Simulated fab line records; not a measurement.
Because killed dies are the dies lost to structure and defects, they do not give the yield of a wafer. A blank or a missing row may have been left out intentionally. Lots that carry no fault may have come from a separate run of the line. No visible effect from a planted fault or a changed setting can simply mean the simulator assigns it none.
Matching of chambers / flow berkeley_cmos170 / UCB170_V1_CMP_02 on cmp-01: 4 sister chambers
The step polishes SiO2. 14 wafers are shown with their chamber, then 7 later ones without.

## WAFERS, EACH WITH ITS CHAMBER
wafer=L948.2; chamber=3; motor_current_A (A)=15.6; head_pressure_psi (psi)=5.983
wafer=L948.5; chamber=3; motor_current_A (A)=15.4; head_pressure_psi (psi)=6.002
wafer=L948.6; chamber=0; motor_current_A (A)=20.4; head_pressure_psi (psi)=5.985
wafer=L951.1; chamber=3; motor_current_A (A)=15.3; head_pressure_psi (psi)=5.981
wafer=L951.2; chamber=1; motor_current_A (A)=17.4; head_pressure_psi (psi)=5.991
wafer=L951.3; chamber=2; motor_current_A (A)=18.8; head_pressure_psi (psi)=5.996
wafer=L947.3; chamber=2; motor_current_A (A)=17.7; head_pressure_psi (psi)=6.009
wafer=L947.5; chamber=3; motor_current_A (A)=15.9; head_pressure_psi (psi)=5.991
wafer=L947.6; chamber=0; motor_current_A (A)=20.2; head_pressure_psi (psi)=6.011
wafer=L959.1; chamber=1; motor_current_A (A)=16.2; head_pressure_psi (psi)=5.981
wafer=L959.2; chamber=2; motor_current_A (A)=18.5; head_pressure_psi (psi)=6.005
wafer=L959.6; chamber=1; motor_current_A (A)=16.8; head_pressure_psi (psi)=5.995
wafer=L966.2; chamber=0; motor_current_A (A)=20.7; head_pressure_psi (psi)=5.993
wafer=L966.3; chamber=1; motor_current_A (A)=17.0; head_pressure_psi (psi)=5.993

SIGNATURES, as means of the wafers listed above
reading=motor_current_A; chamber 0=20.433; chamber 1=16.850; chamber 2=18.333; chamber 3=15.550; scatter within a chamber=0.416
reading=head_pressure_psi; chamber 0=5.99633; chamber 1=5.99000; chamber 2=6.00333; chamber 3=5.98925; scatter within a chamber=0.00912
Rule: distance of a wafer from a chamber = root of the sum over the readings of ((wafer's reading minus chamber's mean) / reading's scatter) squared. If the next closest chamber is less than 2 further off than the closest, the wafer can't be placed; otherwise it belongs to the closest. The scatter: the root of (the sum of the squares of (reading less its chamber's mean) over the shown wafers, divided by (wafers less chambers)).

## WAFERS WITHOUT THEIR CHAMBER
wafer=L966.5; motor_current_A (A)=15.8; head_pressure_psi (psi)=6.015
wafer=L970.1; motor_current_A (A)=21.4; head_pressure_psi (psi)=6.017
wafer=L970.3; motor_current_A (A)=16.1; head_pressure_psi (psi)=5.981
wafer=L970.4; motor_current_A (A)=15.1; head_pressure_psi (psi)=6.008
wafer=L969.4; motor_current_A (A)=18.3; head_pressure_psi (psi)=6.006
wafer=L969.5; motor_current_A (A)=16.7; head_pressure_psi (psi)=6.003
wafer=L969.6; motor_current_A (A)=18.5; head_pressure_psi (psi)=5.994

## WHICH CHAMBER EACH WENT THROUGH
wafer=L966.5; from the rows above=can't be placed: 3 or 1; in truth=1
wafer=L970.1; from the rows above=0; in truth=0
wafer=L970.3; from the rows above=can't be placed: 3 or 1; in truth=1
wafer=L970.4; from the rows above=3; in truth=3
wafer=L969.4; from the rows above=2; in truth=2
wafer=L969.5; from the rows above=can't be placed: 1 or 3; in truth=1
wafer=L969.6; from the rows above=2; in truth=2
Placed correctly: 4 of 7. Cannot be placed on the basis of these rows: 3; the candidates contain the true chamber in 3. Number placed wrongly: 0.
